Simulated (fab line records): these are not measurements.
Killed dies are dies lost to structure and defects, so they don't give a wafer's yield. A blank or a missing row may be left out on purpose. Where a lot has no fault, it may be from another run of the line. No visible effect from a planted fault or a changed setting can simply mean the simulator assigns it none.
Which of the tools did it? ; flow berkeley cmos170 ; 14 lots, 42 wafers sampled, at 6 steps of a route of 331

## WHAT EACH GAUGE READ, for each wafer
UCB170_V1_CD_MEAS_90: target cd 700 nm. Usual: 700.0 nm for cd nm, sd 1.3.
lot;measured;on;cd nm (nm);flag
L867;day 8 03:00;cd sem-02;699.0 700.2 701.8;
L868;day 8 06:08;cd sem-01;698.8 698.5 697.6;
L873;day 9 03:33;cd sem-02;700.5 702.2 702.1;
L874;day 9 22:45;cd sem-01;698.8 699.0 698.7;
L875;day 9 23:01;cd sem-01;699.7 699.4 700.0;
L877;day 10 02:23;cd sem-02;702.1 700.5 701.3;
L878;day 10 20:01;cd sem-02;696.9 699.1 698.2;
L881;day 11 12:46;cd sem-01;698.8 699.5 698.0;
L882;day 11 17:51;cd sem-02;699.3 699.2 700.6;
L883;day 12 13:12;cd sem-02;702.2 699.0 699.1;
L885;day 12 18:17;cd sem-02;697.7 700.0 697.9;
L889;day 13 15:31;cd sem-01;699.1 700.8 699.9;
L890;day 13 18:16;cd sem-01;698.4 699.1 699.3;
L888;day 13 19:52;cd sem-02;700.9 700.4 701.3;

UCB170_V2_THK_MEAS_04. Usual: V2_POLISHED_THK 1000.5 nm, standard deviation 1.1.
lot;measured;on;V2_POLISHED_THK (nm);flag
L867;day 8 06:36;film metro-01;1000.4 1001.2 999.8;
L868;day 8 09:29;film metro-01;1001.3 1000.5 1001.2;
L873;day 9 07:20;film metro-02;1000.7 1001.8 1002.2;
L874;day 10 02:00;film metro-01;999.6 999.6 999.8;
L875;day 10 02:24;film metro-04;1074.8 1078.0 1077.5;OFF
L877;day 10 06:19;film metro-01;1075.7 1075.0 1075.1;OFF
L878;day 10 23:34;film metro-01;1000.5 1001.2 1000.7;
L881;day 11 16:19;film metro-04;1000.6 999.8 999.8;
L882;day 11 22:08;film metro-02;1000.9 1001.1 1001.5;
L883;day 12 16:28;film metro-02;1000.5 1001.2 1001.1;
L885;day 12 22:52;film metro-02;999.6 998.4 1000.2;
L889;day 13 19:05;film metro-02;999.9 1000.9 1001.9;
L890;day 13 21:47;film metro-04;999.6 999.0 998.8;
L888;day 13 23:48;film metro-04;999.5 999.3 1001.4;

UCB170_M3_THK_MEAS_03: measures by xrf. Usual: M3_AL_THK 874 nm, standard deviation 11.
lot;measured;on;M3_AL_THK (nm);flag
L867;day 8 10:10;film metro-01;874 869 862;
L868;day 8 11:55;film metro-04;870 869 874;
L873;day 9 11:51;film metro-01;876 877 870;
L874;day 10 04:08;film metro-03;870 875 876;
L875;day 10 04:27;film metro-04;884 882 882;
L877;day 10 09:53;film metro-03;890 872 881;
L878;day 11 01:55;film metro-01;867 868 865;
L881;day 11 18:44;film metro-03;873 866 864;
L882;day 12 04:00;film metro-04;872 875 875;
L883;day 12 19:40;film metro-04;868 867 867;
L885;day 13 01:46;film metro-04;867 869 866;
L889;day 13 21:07;film metro-01;874 871 871;
L890;day 14 00:40;film metro-01;882 880 874;
L888;day 14 03:01;film metro-01;847 845 847;

## WHAT TOOL EACH LOT RAN ON (gives the tool, then ch and the chambers of the sampled wafers, and finally the start)
lot;UCB170_M1_SPUTTER_00;UCB170_V2_CMP_02;UCB170_V2_ETCH_14
L867;pvd sputter-04, day 7 19:38;cmp-02 ch 0,1, day 8 06:13;rie diel-01 ch 0,1,2, day 8 09:28
L868;pvd sputter-03, day 7 22:05;cmp-02 ch 0,1,2, day 8 09:09;rie diel-01 ch 0,3, day 8 11:14
L873;pvd sputter-01, day 8 21:53;cmp-02 ch 1,2,3, day 9 07:01;rie diel-04 ch 1,3, day 9 11:07
L874;pvd sputter-04, day 9 15:34;cmp-01 ch 0,3, day 10 01:34;rie diel-01 ch 0,1, day 10 03:28
L875;pvd sputter-03, day 9 15:50;cmp-02 ch 1,2,3, day 10 02:04;rie diel-04 ch 0,1,3, day 10 03:47
L877;pvd sputter-04, day 9 20:53;cmp-02 ch 1,2,3, day 10 05:58;rie diel-01 ch 2,3, day 10 09:12
L878;pvd sputter-03, day 10 13:10;cmp-01 ch 0,2,3, day 10 23:14;rie diel-01 ch 1,2, day 11 01:14
L881;pvd sputter-01, day 11 07:20;cmp-01 ch 2,3, day 11 15:55;rie diel-03 ch 1,2, day 11 18:02
L882;pvd sputter-04, day 11 07:37;cmp-01 ch 0,2,3, day 11 21:48;rie diel-03 ch 0,1,2, day 12 03:19
L883;pvd sputter-01, day 12 03:59;cmp-01 ch 0,1, day 12 16:02;rie diel-03 ch 0,1,2, day 12 19:00
L885;pvd sputter-01, day 12 11:28;cmp-02 ch 1,3, day 12 22:26;rie diel-03 ch 1,2,3, day 13 01:05
L889;pvd sputter-01, day 13 09:49;cmp-01 ch 0,1,3, day 13 18:43;rie diel-03 ch 0,3, day 13 20:26
L890;pvd sputter-04, day 13 11:49;cmp-02 ch 0,2, day 13 21:21;rie diel-03 ch 0,1, day 13 23:59
L888;pvd sputter-03, day 13 13:55;cmp-01 ch 0,1,2, day 13 23:28;rie diel-03 ch 2,3, day 14 02:20
- UCB170_M1_SPUTTER_00: material Al, target thk 600 nm, time 80 s.
- UCB170_V2_CMP_02: polishes SiO2.
- UCB170_V2_ETCH_14: etches SiO2 in CHF3/CF4/Ar, stops on Al, target depth 1250 nm, time 291 s.

## AS READ BY THE TOOLS THEMSELVES (means over the sampled wafers that have a number; for cases with no such wafer, the mark the record gives instead)
UCB170_M1_SPUTTER_00. Usual: 30.2 % for throttle valve pct, sd 0.76.
lot;tool;throttle valve pct (%);flag
L867;pvd sputter-04;29.3;
L868;pvd sputter-03;30.6;
L873;pvd sputter-01;30.6;
L874;pvd sputter-04;29.2;
L875;pvd sputter-03;30.6;
L877;pvd sputter-04;29.3;
L878;pvd sputter-03;30.1;
L881;pvd sputter-01;30.3;
L882;pvd sputter-04;29.8;
L883;pvd sputter-01;30.3;
L885;pvd sputter-01;31.0;
L889;pvd sputter-01;31.2;
L890;pvd sputter-04;29.6;
L888;pvd sputter-03;30.4;

UCB170_V2_CMP_02. Usual: motor current A 16.1 A, standard deviation 1.3; slurry flow ml min 150.0, standard deviation 0.48.
lot;tool;motor current A (A);slurry flow ml min;flag
L867;cmp-02;15.7;150.1;
L868;cmp-02;15.6;150.1;
L873;cmp-02;15.9;150.5;
L874;cmp-01;17.2;149.8;
L875;cmp-02;15.4;149.7;
L877;cmp-02;16.0;149.9;
L878;cmp-01;17.7;150.2;
L881;cmp-01;17.1;150.1;
L882;cmp-01;16.7;149.8;
L883;cmp-01;15.1;149.7;
L885;cmp-02;15.4;149.6;
L889;cmp-01;16.2;150.0;
L890;cmp-02;15.8;150.0;
L888;cmp-01;16.1;149.9;

UCB170_V2_ETCH_14. Usual: drypump motor current A 5.5 A, standard deviation 0.37; oes product au 0.876 a.u., standard deviation 0.012; throttle valve pct 6.95 %, standard deviation 0.11.
lot;tool;drypump motor current A (A);oes product au (a.u.);throttle valve pct (%);flag
L867;rie diel-01;5.5;0.869;6.95;
L868;rie diel-01;5.0;0.880;6.97;
L873;rie diel-04;5.5;0.880;7.04;
L874;rie diel-01;5.3;0.873;6.95;
L875;rie diel-04;5.8;0.926;6.94;OFF
L877;rie diel-01;5.8;0.898;6.93;
L878;rie diel-01;5.8;0.867;6.93;
L881;rie diel-03;5.6;0.879;7.02;
L882;rie diel-03;5.6;0.879;7.03;
L883;rie diel-03;5.6;0.876;7.03;
L885;rie diel-03;5.3;0.881;6.94;
L889;rie diel-03;5.2;0.865;6.94;
L890;rie diel-03;5.6;0.875;6.95;
L888;rie diel-03;5.2;0.876;6.92;

## THE ANSWER, worked out from the rows above alone
Rule: a lot is off if the mean of its wafers that have a number lies more than 3 standard deviations from the usual mean. A lot without any number at a reading at which 4 lots or more have one is off too. All remaining lots with rows at the step are treated as sound. Order of review: gauges by route order, followed by the tools' own readings, for which a lot's mean as printed above is used. The first step at which some lot is off is used, and at that step the reading that is off furthest; a lot without a number counts as furthest.
Off: at UCB170_V2_THK_MEAS_04 (V2_POLISHED_THK), L875, L877.
A tool fits if, at a process step before that reading, it ran every lot that is off, and no sound lot after the first of them. The gauges at UCB170_V2_THK_MEAS_04 are tried like those tools. None of those tried fits.

## WHAT THE SIMULATOR HAD INSERTED
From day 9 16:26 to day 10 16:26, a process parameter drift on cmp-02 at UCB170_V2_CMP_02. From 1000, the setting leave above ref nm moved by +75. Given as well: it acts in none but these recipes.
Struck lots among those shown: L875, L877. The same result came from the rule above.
